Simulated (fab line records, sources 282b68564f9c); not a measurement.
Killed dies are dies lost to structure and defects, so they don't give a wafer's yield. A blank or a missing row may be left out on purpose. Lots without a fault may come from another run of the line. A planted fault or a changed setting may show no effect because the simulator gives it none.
Which tool did it? | flow rit_cmos | 13 lots, 39 wafers sampled, at 2 steps of a route of 202

WHAT THE GAUGES READ, wafer by wafer
The record holds no reading of a measuring or inspecting step that can be judged against a usual standard deviation.

WHICH TOOL RAN EACH LOT (tool, then ch and the chambers of the sampled wafers, then the start)
lot  | RIT_GATE_ETCH_19                | RIT_M1_PROBE_99
L574 | rie_si-02 ch 0,2,3, day 2 13:34 | -
L575 | rie_si-01 ch 0,2, day 2 18:40   | -
L576 | rie_si-02 ch 0,1, day 2 23:14   | -
L577 | rie_si-01 ch 0,1,2, day 3 04:28 | -
L578 | rie_si-02 ch 0,2,3, day 3 12:01 | -
L579 | rie_si-01 ch 1,2, day 3 15:11   | -
L584 | rie_si-02 ch 0,2,3, day 4 14:53 | -
L589 | rie_si-01 ch 0,2,3, day 5 22:01 | prober-02, day 7 00:06
L591 | rie_si-01 ch 1,2,3, day 6 04:20 | -
L592 | rie_si-01 ch 0,2, day 6 17:01   | -
L595 | rie_si-01 ch 0,3, day 7 08:34   | -
L596 | rie_si-02 ch 0,1,3, day 7 10:36 | -
L597 | rie_si-01 ch 0,1,2, day 7 19:45 | -
- RIT_GATE_ETCH_19: etches poly-Si in SF6/CHF3/O2, stops on SiO2, time 165 s, target depth 312.5 nm.
- RIT_M1_PROBE_99

WHAT THE TOOLS THEMSELVES READ (means of the sampled wafers that have a number; where no wafer has one, the mark that the record gives instead)
RIT_GATE_ETCH_19. Usual: CHF3_flow_sccm 30.01 sccm, standard deviation 0.095; chamber_pressure_mTorr 40.00 mTorr, standard deviation 0.036; drypump_motor_current_A 5.6 A, standard deviation 0.32; oes_product_au 0.858 a.u., standard deviation 0.013; rf_fwd_power_W 159.5 W, standard deviation 0.56; throttle_valve_pct 10.21 %, standard deviation 0.15.
lot  | tool      | CHF3_flow_sccm (sccm) | chamber_pressure_mTorr (mTorr) | drypump_motor_current_A (A) | oes_product_au (a.u.) | rf_fwd_power_W (W) | throttle_valve_pct (%) | flag
L574 | rie_si-02 | 30.02                 | 40.02                          | 5.5                         | 0.855                 | 159.9              | 10.29                  |
L575 | rie_si-01 | 29.99                 | 40.01                          | 5.6                         | 0.850                 | 159.5              | 10.32                  |
L576 | rie_si-02 | 30.05                 | 40.00                          | 6.0                         | 0.865                 | 160.2              | 10.13                  |
L577 | rie_si-01 | 30.06                 | 39.99                          | 5.6                         | 0.858                 | 159.3              | 10.19                  |
L578 | rie_si-02 | 30.07                 | 39.99                          | 5.5                         | 0.847                 | 159.1              | 10.29                  |
L579 | rie_si-01 | 30.01                 | 40.00                          | 5.6                         | 0.850                 | 159.5              | 10.02                  |
L584 | rie_si-02 | 29.99                 | 40.00                          | 5.5                         | 0.858                 | 180.5              | 10.29                  | OFF
L589 | rie_si-01 | 29.93                 | 40.02                          | 5.6                         | 0.857                 | 159.8              | 10.31                  |
L591 | rie_si-01 | 30.02                 | 39.99                          | 5.7                         | 0.850                 | 159.2              | 10.16                  |
L592 | rie_si-01 | 29.93                 | 40.02                          | 5.8                         | 0.861                 | 159.2              | 10.30                  |
L595 | rie_si-01 | 30.01                 | 40.03                          | 5.5                         | 0.869                 | 159.5              | 10.33                  |
L596 | rie_si-02 | 30.03                 | 40.00                          | 5.7                         | 0.860                 | 159.5              | 10.24                  |
L597 | rie_si-01 | 30.07                 | 40.00                          | 5.6                         | 0.858                 | 159.5              | 10.18                  |

RIT_M1_PROBE_99. Usual: killed_at_contacts 0.0, standard deviation 0.25; killed_at_front_end 6.6, standard deviation 2.7; killed_dies 6.7, standard deviation 2.7; killed_open 3.3, standard deviation 1.9; killed_short 3.4, standard deviation 1.9.
lot  | tool      | killed_at_contacts | killed_at_front_end | killed_dies | killed_open | killed_short | flag
L589 | prober-02 | 0.0                | 6.0                 | 6.0         | 3.3         | 2.7          |

THE ANSWER, worked out from the rows above alone
Rule: a lot is off if the mean of its wafers that have a number lies more than 3 standard deviations from the usual mean. A lot without any number at a reading at which 4 lots or more have one is off too. The other lots that the step has rows for count as sound. The gauges are gone through in route order, then the tools' own readings, and for those a lot's mean is taken as printed above. The first step at which some lot is off is used, and at that step the reading that is off furthest; a lot without a number counts as furthest.
Off: L584, at RIT_GATE_ETCH_19 (rf_fwd_power_W).
A tool fits if, at that step or a process step before it, it ran every lot that is off, and no sound lot after the first of them. None of those tried fits.

WHAT THE SIMULATOR HAD PUT IN
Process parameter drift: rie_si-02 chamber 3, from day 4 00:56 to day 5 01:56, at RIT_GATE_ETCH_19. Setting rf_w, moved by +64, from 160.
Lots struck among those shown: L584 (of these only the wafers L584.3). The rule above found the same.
